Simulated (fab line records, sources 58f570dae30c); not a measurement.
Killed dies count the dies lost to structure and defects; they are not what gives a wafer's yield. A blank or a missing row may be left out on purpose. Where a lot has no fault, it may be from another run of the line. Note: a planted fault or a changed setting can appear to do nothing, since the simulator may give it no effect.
Split-lot experiment / flow berkeley cmos170 / 5 lots, 23 wafers read, on a route of 331 steps

## THE SPLIT
At UCB170_NLDD_IMPLANT_08, the setting energy kev was moved away from the recipe's 30 on 7 of the 23 wafers read, by -5.2% to -2.5%. All remaining wafers had this setting at the recipe value.

The reading comes from the split's own step.

## THE READING
The simulator's own value implant.drp nm, read by no gauge, in nm at UCB170_NLDD_IMPLANT_08. The file gives no usual value for it.

wafer=L075.1; tool, chamber at the split=implanter-01, 0; energy kev as run=29.24; against the recipe=-2.5%; implant.drp nm, nm=9.433; against lot-mates on the recipe=-0.178
wafer=L075.2; tool, chamber at the split=implanter-01, 0; energy kev as run=29.24; against the recipe=-2.5%; implant.drp nm, nm=9.433; against lot-mates on the recipe=-0.178
wafer=L075.3; tool, chamber at the split=implanter-01, 0; energy kev as run=30; against the recipe=recipe; implant.drp nm, nm=9.611; against lot-mates on the recipe=-
wafer=L075.4; tool, chamber at the split=implanter-01, 0; energy kev as run=30; against the recipe=recipe; implant.drp nm, nm=9.611; against lot-mates on the recipe=-
wafer=L075.6; tool, chamber at the split=implanter-01, 0; energy kev as run=30; against the recipe=recipe; implant.drp nm, nm=9.611; against lot-mates on the recipe=-
wafer=L076.2; tool, chamber at the split=implanter-04, 0; energy kev as run=28.96; against the recipe=-3.5%; implant.drp nm, nm=9.367; against lot-mates on the recipe=-0.244
wafer=L076.4; tool, chamber at the split=implanter-04, 0; energy kev as run=28.96; against the recipe=-3.5%; implant.drp nm, nm=9.367; against lot-mates on the recipe=-0.244
wafer=L076.5; tool, chamber at the split=implanter-04, 0; energy kev as run=28.96; against the recipe=-3.5%; implant.drp nm, nm=9.367; against lot-mates on the recipe=-0.244
wafer=L076.3; tool, chamber at the split=implanter-04, 0; energy kev as run=30; against the recipe=recipe; implant.drp nm, nm=9.611; against lot-mates on the recipe=-
wafer=L076.6; tool, chamber at the split=implanter-04, 0; energy kev as run=30; against the recipe=recipe; implant.drp nm, nm=9.611; against lot-mates on the recipe=-
wafer=L078.2; tool, chamber at the split=implanter-01, 0; energy kev as run=28.43; against the recipe=-5.2%; implant.drp nm, nm=9.243; against lot-mates on the recipe=-0.368
wafer=L078.5; tool, chamber at the split=implanter-01, 0; energy kev as run=28.43; against the recipe=-5.2%; implant.drp nm, nm=9.243; against lot-mates on the recipe=-0.368
wafer=L078.3; tool, chamber at the split=implanter-01, 0; energy kev as run=30; against the recipe=recipe; implant.drp nm, nm=9.611; against lot-mates on the recipe=-
wafer=L078.4; tool, chamber at the split=implanter-01, 0; energy kev as run=30; against the recipe=recipe; implant.drp nm, nm=9.611; against lot-mates on the recipe=-
wafer=L078.6; tool, chamber at the split=implanter-01, 0; energy kev as run=30; against the recipe=recipe; implant.drp nm, nm=9.611; against lot-mates on the recipe=-
wafer=L081.1; tool, chamber at the split=implanter-03, 0; energy kev as run=30; against the recipe=recipe; implant.drp nm, nm=9.611; against lot-mates on the recipe=-
wafer=L081.3; tool, chamber at the split=implanter-03, 0; energy kev as run=30; against the recipe=recipe; implant.drp nm, nm=9.611; against lot-mates on the recipe=-
wafer=L081.4; tool, chamber at the split=implanter-03, 0; energy kev as run=30; against the recipe=recipe; implant.drp nm, nm=9.611; against lot-mates on the recipe=-
wafer=L084.1; tool, chamber at the split=implanter-03, 0; energy kev as run=30; against the recipe=recipe; implant.drp nm, nm=9.611; against lot-mates on the recipe=-
wafer=L084.2; tool, chamber at the split=implanter-03, 0; energy kev as run=30; against the recipe=recipe; implant.drp nm, nm=9.611; against lot-mates on the recipe=-
wafer=L084.3; tool, chamber at the split=implanter-03, 0; energy kev as run=30; against the recipe=recipe; implant.drp nm, nm=9.611; against lot-mates on the recipe=-
wafer=L084.5; tool, chamber at the split=implanter-03, 0; energy kev as run=30; against the recipe=recipe; implant.drp nm, nm=9.611; against lot-mates on the recipe=-
wafer=L084.6; tool, chamber at the split=implanter-03, 0; energy kev as run=30; against the recipe=recipe; implant.drp nm, nm=9.611; against lot-mates on the recipe=-

THE FIT
A straight line over all 23 wafers: implant.drp nm changes by +0.0703 nm for each +1% of energy kev; r = +1.00; the points scatter about the line by 9e-05 nm.
The same after taking each lot's own level away (the mean of its wafers on the recipe; 23 wafers): +0.0703 nm for each +1%; r = +1.00; scatter 9e-05 nm.
The reading moves by 0.37 nm for the largest change in energy kev, on that fit.
The lots' own levels span 9.6110 to 9.6110 nm.
The two slopes are in agreement: the lot-to-lot level therefore moves the slope only a little.
Check: with one of the wafers moved furthest among these (-5.2%) left out of the fit, the line predicts -0.368 nm for it against its lot-mates. It came out at -0.368 nm against them.

## THE OTHER SPLITS THESE WAFERS WENT THROUGH
Other splits were also applied to these wafers ahead of the reading. Each is held against what the fit with the lots' levels taken away leaves over:
other split on the same wafers=UCB170_ZERO_ETCH_06 over etch frac; wafers away from the commonest value=9; r with implant.drp nm (lot level and that fit taken away)=-0.19
other split on the same wafers=UCB170_NWELL_CVD_04 sih2cl2 flow sccm; wafers away from the commonest value=18; r with implant.drp nm (lot level and that fit taken away)=-0.25
other split on the same wafers=UCB170_PWELL_OXIDATION_02 temp c; wafers away from the commonest value=13; r with implant.drp nm (lot level and that fit taken away)=+0.69
other split on the same wafers=UCB170_WELLDRIVE_OXIDATION_01 temp c; wafers away from the commonest value=15; r with implant.drp nm (lot level and that fit taken away)=-0.16
other split on the same wafers=UCB170_ACTIVE_OXIDATION_02 ox time s; wafers away from the commonest value=10; r with implant.drp nm (lot level and that fit taken away)=+0.17
other split on the same wafers=UCB170_ACTIVE_EXPOSE_10 dose mj; wafers away from the commonest value=6; r with implant.drp nm (lot level and that fit taken away)=+0.47
other split on the same wafers=UCB170_GATE_EXPOSE_09 dose mj; wafers away from the commonest value=10; r with implant.drp nm (lot level and that fit taken away)=-0.17
other split on the same wafers=UCB170_GATE_ETCH_15 bias w; wafers away from the commonest value=9; r with implant.drp nm (lot level and that fit taken away)=+0.14
other split on the same wafers=UCB170_PLDD_IMPLANT_09 dose cm2; wafers away from the commonest value=8; r with implant.drp nm (lot level and that fit taken away)=-0.15

## THE WHOLE CHAIN: every reading that the file lists as answering this split, in the file's order
step=UCB170_NLDD_IMPLANT_08; what it does=; reading=implant.rp nm (the simulator's own value, which no gauge read); change (the file's fit)=+0.163 nm for each +1% of the setting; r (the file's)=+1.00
step=UCB170_NLDD_IMPLANT_08; what it does=; reading=implant.drp nm (the simulator's own value, which no gauge read); change (the file's fit)=+0.0702 nm for each +1% of the setting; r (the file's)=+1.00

## FILE'S OWN FIT
implant.drp nm changes by +0.0702 nm for each +1% of energy kev, r = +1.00.
